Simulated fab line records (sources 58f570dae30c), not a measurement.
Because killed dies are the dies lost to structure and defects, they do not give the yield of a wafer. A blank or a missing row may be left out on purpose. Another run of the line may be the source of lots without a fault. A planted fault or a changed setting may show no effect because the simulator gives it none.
What tool caused it? -- flow berkeley-cmos170 -- 72 wafers from 24 lots sampled at 6 of the route's 331 steps

## WHAT THE GAUGES SHOWED, per wafer
UCB170_NVT_OVL_MEAS_06. Usual: NVT_OVL gives 1 nm (standard deviation 5.7).
lot,measured,on,NVT_OVL (nm),flag
L074,day 6 20:14,overlay-01,-4 -7 -3,
L075,day 6 20:02,overlay-01,1 1 9,
L076,day 7 09:51,overlay-01,5 1 3,
L077,day 7 10:52,overlay-01,1 2 8,
L080,day 7 10:34,overlay-02,-5 -6 -3,
L078,day 7 10:10,overlay-01,2 -6 0,
L079,day 7 10:51,overlay-02,-5 -1 -4,
L081,day 7 21:32,overlay-02,-1 -5 -3,
L083,day 7 21:46,overlay-02,-14 -5 -12,
L082,day 7 21:38,overlay-01,-9 -4 -10,
L084,day 8 10:20,overlay-02,0 4 0,
L085,day 8 10:35,overlay-01,2 -4 -6,
L086,day 8 18:40,overlay-02,10 5 9,
L087,day 8 18:30,overlay-01,6 0 2,
L088,day 9 13:15,overlay-01,13 7 9,
L089,day 9 12:47,overlay-02,0 -5 0,
L090,day 9 12:46,overlay-01,6 9 2,
L091,day 9 19:14,overlay-01,4 1 8,
L092,day 9 18:58,overlay-01,-1 0 4,
L093,day 10 13:56,overlay-02,10 8 13,
L095,day 10 14:13,overlay-01,-8 -4 -8,
L094,day 10 13:45,overlay-02,-5 -1 0,
L097,day 10 23:48,overlay-01,0 0 -4,
L096,day 10 23:28,overlay-01,9 6 7,

UCB170_GATE_CD_MEAS_90: the cd target is 350 nm. Usual: cd-nm reads 350.3 nm (standard deviation 1.7).
lot,measured,on,cd-nm (nm),flag
L074,day 7 11:32,cd-sem-02,352.3 352.9 352.2,
L075,day 7 12:18,cd-sem-02,348.6 349.9 349.9,
L076,day 8 03:58,cd-sem-02,349.2 349.9 348.5,
L077,day 8 05:03,cd-sem-02,351.6 352.1 350.8,
L080,day 8 04:49,cd-sem-02,350.3 348.4 349.5,
L078,day 8 03:46,cd-sem-02,346.8 346.6 346.8,
L079,day 8 04:13,cd-sem-02,349.8 349.6 351.3,
L081,day 8 18:56,cd-sem-02,352.7 351.0 352.4,
L083,day 8 19:07,cd-sem-02,350.2 350.7 351.4,
L082,day 8 19:11,cd-sem-02,352.9 350.7 350.7,
L084,day 9 02:57,cd-sem-02,351.9 351.9 352.8,
L085,day 9 02:28,cd-sem-02,348.7 348.9 349.5,
L086,day 9 10:44,cd-sem-02,348.7 347.9 349.0,
L087,day 9 11:21,cd-sem-02,348.0 349.0 349.9,
L088,day 10 09:02,cd-sem-02,351.6 351.4 350.2,
L089,day 10 08:53,cd-sem-02,350.5 348.8 350.3,
L090,day 10 09:18,cd-sem-01,352.6 352.9 352.0,
L091,day 10 09:17,cd-sem-02,349.0 349.6 349.8,
L092,day 10 09:26,cd-sem-02,350.7 349.8 350.0,
L093,day 11 10:29,cd-sem-02,351.3 349.4 349.5,
L095,day 11 10:47,cd-sem-02,350.1 349.9 350.0,
L094,day 11 11:02,cd-sem-02,350.6 351.2 349.7,
L097,day 11 19:22,cd-sem-01,350.3 350.8 352.2,
L096,day 11 19:12,cd-sem-01,352.2 351.8 353.8,

UCB170_V2_CD_MEAS_12: the cd target is 700 nm. Usual: cd-nm reads 699.9 nm (standard deviation 1.4).
lot,measured,on,cd-nm (nm),flag
L074,day 9 12:14,cd-sem-02,699.8 699.5 699.1,
L075,day 9 08:45,cd-sem-02,699.2 700.2 698.5,
L076,day 10 01:37,cd-sem-01,700.4 699.8 700.7,
L077,day 10 05:08,cd-sem-01,700.2 700.3 701.2,
L080,day 10 05:38,cd-sem-01,699.4 699.5 699.4,
L078,day 10 00:56,cd-sem-01,700.6 700.6 700.6,
L079,day 10 01:53,cd-sem-01,697.1 697.4 697.3,
L081,day 10 16:10,cd-sem-02,698.4 700.0 699.7,
L083,day 10 21:14,cd-sem-01,700.8 702.0 701.4,
L082,day 10 19:37,cd-sem-02,700.8 700.9 700.0,
L084,day 10 19:56,cd-sem-01,697.6 698.9 699.4,
L085,day 10 20:26,cd-sem-02,703.4 701.8 702.8,
L086,day 11 03:24,cd-sem-02,700.4 699.5 700.0,
L087,day 11 05:13,cd-sem-02,701.6 701.4 701.0,
L088,day 11 20:05,cd-sem-02,702.5 702.2 702.2,
L089,day 11 18:27,cd-sem-02,699.5 698.7 698.3,
L090,day 11 21:41,cd-sem-02,702.6 699.1 698.6,
L091,day 11 23:41,cd-sem-02,698.9 698.8 699.9,
L092,day 11 23:57,cd-sem-02,697.6 700.2 700.0,
L093,day 12 23:21,cd-sem-02,698.0 698.8 698.3,
L095,day 12 22:02,cd-sem-01,701.1 699.6 700.4,
L094,day 12 23:58,cd-sem-02,699.0 698.8 700.0,
L097,day 13 05:45,cd-sem-01,698.7 698.9 698.5,
L096,day 13 06:55,cd-sem-02,699.1 699.0 698.0,

## TOOL THAT RAN EACH LOT (tool first, then ch and the chambers of the sampled wafers, then the start)
lot,UCB170_NWELL_ETCH_13,UCB170_BACKSIDE_STRIP_03,UCB170_M2_ETCH_17
L074,"rie-diel-04 ch 1,2,3, day 3 01:05","plasma-asher-02 ch 0,1, day 8 06:15","rie-diel-01 ch 1,2,3, day 9 07:36"
L075,"rie-diel-03 ch 0,2,3, day 3 01:19","plasma-asher-02 ch 0,1, day 8 05:29","rie-diel-04 ch 0,1,3, day 9 02:15"
L076,"rie-diel-01 ch 0,3, day 3 12:28","plasma-asher-01 ch 0,1, day 8 21:58","rie-diel-04 ch 1,2, day 9 22:22"
L077,"rie-diel-04 ch 2,3, day 3 12:38","plasma-asher-04 ch 0,1, day 8 23:09","rie-diel-01 ch 0,2, day 10 00:19"
L080,"rie-diel-03 ch 1,2,3, day 3 18:13","plasma-asher-02 ch 0,1, day 8 23:20","rie-diel-03 ch 0,2,3, day 10 00:51"
L078,"rie-diel-01 ch 1,2, day 3 18:16","plasma-asher-02 ch 0,1, day 8 22:17","rie-diel-04 ch 2,3, day 9 21:36"
L079,"rie-diel-04 ch 0,1,3, day 3 18:33","plasma-asher-02 ch 0,1, day 8 22:53","rie-diel-01 ch 0,1,3, day 9 23:11"
L081,"rie-diel-03 ch 0,2, day 4 01:16","plasma-asher-04 ch 0,1, day 9 16:50","rie-diel-04 ch 0,1, day 10 13:21"
L083,"rie-diel-04 ch 1,2, day 4 05:36","plasma-asher-02 ch 0,1, day 9 16:57","rie-diel-04 ch 0,3, day 10 18:13"
L082,"rie-diel-01 ch 0,1,3, day 4 05:38","plasma-asher-02 ch 0,1, day 9 16:28","rie-diel-04 ch 0,1,2, day 10 17:21"
L084,"rie-diel-04 ch 0,2,3, day 4 15:16","plasma-asher-01 ch 0,1, day 9 22:11","rie-diel-01 ch 0,1,3, day 10 17:29"
L085,"rie-diel-01 ch 0,1,3, day 4 15:32","plasma-asher-01 ch 0,1, day 9 21:31","rie-diel-03 ch 0,1,3, day 10 18:06"
L086,"rie-diel-01 ch 2,3, day 5 00:41","plasma-asher-01 ch 0,1, day 10 06:01","rie-diel-01 ch 1,3, day 11 01:14"
L087,"rie-diel-01 ch 0,2,3, day 5 06:26","plasma-asher-01 ch 0,1, day 10 05:34","rie-diel-01 ch 0,1, day 11 02:41"
L088,"rie-diel-04 ch 1,2,3, day 5 13:17","plasma-asher-04 ch 0,1, day 11 02:05","rie-diel-04 ch 2,3, day 11 17:18"
L089,"rie-diel-01 ch 0,1,2, day 5 13:37","plasma-asher-04 ch 0,1, day 11 01:44","rie-diel-03 ch 0,2,3, day 11 15:42"
L090,"rie-diel-01 ch 0,2,3, day 5 21:40","plasma-asher-02 ch 0,1, day 11 02:11","rie-diel-04 ch 0,3, day 11 19:04"
L091,"rie-diel-03 ch 0,1,3, day 6 06:07","plasma-asher-01 ch 0,1, day 11 02:17","rie-diel-01 ch 1,3, day 11 21:28"
L092,"rie-diel-01 ch 0,2, day 6 06:10","plasma-asher-02 ch 0,1, day 11 02:34","rie-diel-04 ch 0,3, day 11 21:37"
L093,"rie-diel-04 ch 1,2, day 6 15:35","plasma-asher-04 ch 0,1, day 12 03:46","rie-diel-04 ch 1,3, day 12 21:11"
L095,"rie-diel-01 ch 0,1,2, day 6 20:05","plasma-asher-01 ch 0,1, day 12 04:13","rie-diel-03 ch 0,2, day 12 19:50"
L094,"rie-diel-04 ch 1,3, day 6 20:22","plasma-asher-04 ch 0,1, day 12 04:17","rie-diel-03 ch 0,2, day 12 21:25"
L097,"rie-diel-04 ch 1,2, day 7 03:07","plasma-asher-02 ch 0,1, day 12 12:07","rie-diel-01 ch 0,1, day 13 02:55"
L096,"rie-diel-01 ch 0,1, day 7 03:09","plasma-asher-02 ch 0,1, day 12 12:39","rie-diel-01 ch 0,1,2, day 13 04:25"
- UCB170_NWELL_ETCH_13: etches Si3N4 in CH3F/Ar/O2, stops on SiO2, target depth 246.4 nm, time 154 s.
- UCB170_BACKSIDE_STRIP_03: strips in O2.
- UCB170_M2_ETCH_17: etches BARC in N2/H2.

## AS READ BY THE TOOLS THEMSELVES (means over the sampled wafers that have a number; for cases with no such wafer, the mark the record gives instead)
UCB170_NWELL_ETCH_13. Usual: drypump-motor-current-A 5.7 A, standard deviation 0.36; mfc-ar-sccm 50.00 sccm, standard deviation 0.14; oes-product-au 0.938 a.u., standard deviation 0.021; throttle-valve-pct 8.02 %, standard deviation 0.12.
lot,tool,drypump-motor-current-A (A),mfc-ar-sccm (sccm),oes-product-au (a.u.),throttle-valve-pct (%),flag
L074,rie-diel-04,5.6,50.02,0.947,8.04,
L075,rie-diel-03,5.7,50.06,0.948,8.18,
L076,rie-diel-01,5.4,50.14,0.926,7.99,
L077,rie-diel-04,5.3,49.87,0.931,8.08,
L080,rie-diel-03,5.9,50.00,0.944,8.06,
L078,rie-diel-01,6.0,49.90,0.925,7.96,
L079,rie-diel-04,5.7,49.83,0.961,8.03,
L081,rie-diel-03,5.3,49.95,0.954,8.18,
L083,rie-diel-04,5.6,50.01,0.937,8.08,
L082,rie-diel-01,5.7,50.09,0.933,7.94,
L084,rie-diel-04,5.5,50.03,0.947,8.13,
L085,rie-diel-01,5.7,49.93,0.945,7.94,
L086,rie-diel-01,5.8,50.05,0.913,8.00,
L087,rie-diel-01,5.7,50.01,0.915,7.99,
L088,rie-diel-04,5.5,50.08,0.922,8.03,
L089,rie-diel-01,5.8,50.00,0.927,7.95,
L090,rie-diel-01,5.7,50.02,0.918,8.00,
L091,rie-diel-03,5.7,50.11,0.952,8.13,
L092,rie-diel-01,5.5,49.90,0.930,7.99,
L093,rie-diel-04,5.7,50.13,0.942,7.98,
L095,rie-diel-01,5.8,49.87,0.930,7.95,
L094,rie-diel-04,5.5,49.86,0.952,7.99,
L097,rie-diel-04,5.8,49.94,0.948,7.98,
L096,rie-diel-01,5.8,50.15,0.950,7.90,

UCB170_BACKSIDE_STRIP_03. Usual: drypump-motor-current-A 6.06 A, standard deviation 0.24; oes-product-au 0.734 a.u., standard deviation 0.0048; strip-time-to-endpoint-s 21.95 s, standard deviation 0.059.
lot,tool,drypump-motor-current-A (A),oes-product-au (a.u.),strip-time-to-endpoint-s (s),flag
L074,plasma-asher-02,5.99,0.739,21.98,
L075,plasma-asher-02,5.83,0.739,21.96,
L076,plasma-asher-01,6.12,0.733,21.97,
L077,plasma-asher-04,6.20,0.733,21.93,
L080,plasma-asher-02,5.83,0.731,21.98,
L078,plasma-asher-02,5.98,0.735,21.93,
L079,plasma-asher-02,5.99,0.734,22.03,
L081,plasma-asher-04,6.20,0.734,21.99,
L083,plasma-asher-02,5.83,0.734,21.95,
L082,plasma-asher-02,6.00,0.736,21.94,
L084,plasma-asher-01,6.08,0.728,21.91,
L085,plasma-asher-01,6.08,0.737,21.92,
L086,plasma-asher-01,6.12,0.735,21.95,
L087,plasma-asher-01,6.10,0.738,21.90,
L088,plasma-asher-04,6.20,0.732,21.97,
L089,plasma-asher-04,6.20,0.735,21.98,
L090,plasma-asher-02,6.01,0.736,21.96,
L091,plasma-asher-01,6.08,0.733,21.97,
L092,plasma-asher-02,6.01,0.733,21.98,
L093,plasma-asher-04,6.20,0.733,21.92,
L095,plasma-asher-01,6.11,0.731,21.85,
L094,plasma-asher-04,6.33,0.735,21.99,
L097,plasma-asher-02,5.99,0.732,21.94,
L096,plasma-asher-02,5.84,0.735,21.83,

UCB170_M2_ETCH_17. Usual: drypump-motor-current-A 5.7 A, standard deviation 0.38; oes-product-au 0.998 a.u., standard deviation 0.021; throttle-valve-pct 13.28 %, standard deviation 0.16.
lot,tool,drypump-motor-current-A (A),oes-product-au (a.u.),throttle-valve-pct (%),flag
L074,rie-diel-01,5.9,0.968,13.13,
L075,rie-diel-04,5.7,1.005,13.32,
L076,rie-diel-04,5.7,1.001,13.22,
L077,rie-diel-01,5.8,0.960,13.19,
L080,rie-diel-03,5.7,1.008,13.44,
L078,rie-diel-04,5.3,1.008,13.38,
L079,rie-diel-01,5.7,0.984,13.15,
L081,rie-diel-04,5.8,1.014,13.35,
L083,rie-diel-04,5.5,1.006,13.39,
L082,rie-diel-04,5.7,1.016,13.34,
L084,rie-diel-01,5.7,0.994,13.14,
L085,rie-diel-03,5.7,1.009,13.37,
L086,rie-diel-01,5.9,0.994,13.08,
L087,rie-diel-01,5.5,0.989,13.14,
L088,rie-diel-04,5.3,1.009,13.38,
L089,rie-diel-03,5.8,1.010,13.43,
L090,rie-diel-04,5.6,1.009,13.43,
L091,rie-diel-01,5.9,0.981,13.14,
L092,rie-diel-04,5.7,1.008,13.42,
L093,rie-diel-04,5.5,1.002,13.27,
L095,rie-diel-03,5.3,0.993,13.43,
L094,rie-diel-03,5.3,0.995,13.42,
L097,rie-diel-01,5.5,0.998,13.14,
L096,rie-diel-01,5.8,0.990,13.13,

## THE ANSWER, worked out from the rows above alone
Rule: a lot is off if the mean of its wafers that have a number lies more than 3 standard deviations from the usual mean. A lot without any number at a reading at which 4 lots or more have one is off too. The other lots that the step has rows for count as sound. First the gauges in route order, then the tools' own readings, where a lot's mean is used as printed above. At the first step where some lot is off, the reading lying furthest off is the one used; lots without a number count as furthest.
No lot is off on any of the readings shown, so nothing can be concluded from this.

## WHAT WAS PUT IN BY THE SIMULATOR
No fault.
